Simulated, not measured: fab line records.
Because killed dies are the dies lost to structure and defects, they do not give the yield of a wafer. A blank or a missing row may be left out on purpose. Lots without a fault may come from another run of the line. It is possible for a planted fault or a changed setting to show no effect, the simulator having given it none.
Matching of chambers ; flow berkeleyCmos170 ; rieDiel-04 running UCB170_V1_ETCH_14: 4 sister chambers
The step etches SiO2 in CHF3/CF4/Ar, stops on Al, target depth 1250 nm, time 291 s. 4 wafers are shown with their chamber, then 7 later ones without.

== WAFERS, EACH WITH ITS CHAMBER ==
wafer;chamber;throttleValvePct (%)
L457.1;2;6.84
L457.4;0;7.07
L461.4;1;6.85
L461.5;3;6.85

== WAFERS WITH NO CHAMBER GIVEN ==
wafer;throttleValvePct (%)
L461.6;7.07
L465.3;6.85
L465.4;6.85
L465.5;7.07
L470.3;6.86
L470.4;6.86
L470.5;6.83

== WHICH CHAMBER EACH ONE RAN IN ==
wafer;from the rows above;in truth
L461.6;0;0
L465.3;can't be placed: 1 or 3 or 2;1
L465.4;can't be placed: 1 or 3 or 2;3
L465.5;0;0
L470.3;can't be placed: 1 or 3 or 2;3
L470.4;can't be placed: 1 or 3 or 2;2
L470.5;can't be placed: 2 or 1 or 3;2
Placed correctly: 2 of 7. These rows do not allow placing 5 (true chamber among the candidates in 5). 0 placed wrongly.
How it was worked out, from the rows above alone: a wafer's distance from a chamber is the root of the sum, over the readings, of the square of ((its reading less the chamber's mean) divided by the reading's scatter). If the next closest chamber is less than 2 further off than the closest, the wafer can't be placed; otherwise it belongs to the closest. The mean given for a chamber averages the wafers shown for that chamber. The scatter: root of mean squared gap, hidden wafer to nearest shown wafer, with one shown wafer a chamber.
